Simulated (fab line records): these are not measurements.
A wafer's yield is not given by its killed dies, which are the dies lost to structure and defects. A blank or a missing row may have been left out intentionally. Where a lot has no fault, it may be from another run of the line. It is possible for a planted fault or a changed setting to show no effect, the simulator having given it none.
Struck lot and sound lot, side by side | flow berkeley_cmos170 | 15 steps out of a route of 331
Sound: wafers L816.2, L816.3, L816.4. The struck wafers were L812.1, L812.2, L812.6. Last of all comes the cause.
At each step with rows: each side's tool, then ch and its chambers, then its first start. Under that, the readings that differ: sound wafers | struck wafers | difference of the means | sigmas: that difference in standard deviations of wafers without a fault.
alike: words and numbers the same on both sides, and readings whose means are apart by under 2 such deviations; not compared: readings that were withheld, readings missing a value for some wafer, numbers with overlapping values and no deviation given by the record, and bounds like >300 which may hide the same value.
A row with sigmas, a row that says differs or no value, or rows on one side alone: a step with any of these is where the two part. Non-overlapping numbers with no deviation appear without sigmas and do not part them. A reading missing from all wafers of one side parts the sides only when that side holds two or more wafers.

UCB170_CONTACT_ETCH_18: etches PSG in CHF3/CF4/Ar, stops on TiSi2, target depth 840 nm, time 195 s.
  sound: rie_diel-01 ch 0,1,3; struck: rie_diel-01 ch 1,2,3
  alike: chamber_pressure_mTorr, drypump_motor_current_A, oes_product_au, throttle_valve_pct
  not compared: rf_hours_counter_h
UCB170_CONTACT_STRIP_19: strips in O2.
  sound on plasma_asher-02 ch 0,1, day 10 02:52; struck on plasma_asher-02 ch 0,1, day 8 17:42
  alike: chamber_pressure_mTorr, drypump_motor_current_A, oes_product_au
  not compared: rf_hours_counter_h
UCB170_CONTACT_CD_MEAS_90: target cd 700 nm.
  sound on cd_sem-01, day 10 02:59; struck on cd_sem-01, day 8 17:48
  alike: cd_nm
then, 1 step without rows for these wafers: UCB170_CONTACT_CLEAN_20 (cleans in SPM, time 600 s).
UCB170_M1_SPUTTER_00: material Al, target thk 600 nm, time 80 s.
  sound on pvd_sputter-03, day 10 03:16; struck on pvd_sputter-02, day 8 18:08
  alike: throttle_valve_pct
UCB170_M1_RS_MEAS_01: measures by four-point-probe.
  sound on film_metro-02, day 10 03:20; struck on film_metro-03, day 8 18:11
  alike: M1_AL_RS
UCB170_M1_THK_MEAS_02: measures by xrf.
  sound on film_metro-02, day 10 03:27; struck on film_metro-03, day 8 18:19
  alike: M1_AL_THK
then, 5 steps without rows for these wafers: UCB170_M1_COAT_03; UCB170_M1_COAT_04 (resist thk 900 nm); UCB170_M1_SOFTBAKE_05 (time 60 s); UCB170_M1_EXPOSE_06 (exposes mask METAL1, target cd 700 nm); UCB170_M1_PEB_07.
UCB170_M1_DEVELOP_08: develop time 45 s.
  sound on litho_track-02 ch 0, day 10 04:00; struck on litho_track-03 ch 0, day 8 19:00
  reading              | sound             | struck            | difference | sigmas
  developer_temp_C (C) | 21.11 20.93 21.00 | 20.30 20.39 20.18 | -0.72      | -6
  alike: exhaust_pa
UCB170_M1_CD_MEAS_09: target cd 700 nm.
  sound on cd_sem-02, day 10 04:34; struck on cd_sem-01, day 8 19:36
  alike: cd_nm
UCB170_M3_PROBE_99:
  sound wafers here have rows in the record (prober-02, day 10 19:08); struck ones have none

== WHERE THEY PART ==
At UCB170_M1_DEVELOP_08 first; at UCB170_M3_PROBE_99 last (within this record only).

WHY: what had been put in by the simulator
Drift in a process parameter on litho_track-03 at UCB170_M1_DEVELOP_08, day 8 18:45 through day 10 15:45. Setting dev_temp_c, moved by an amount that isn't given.
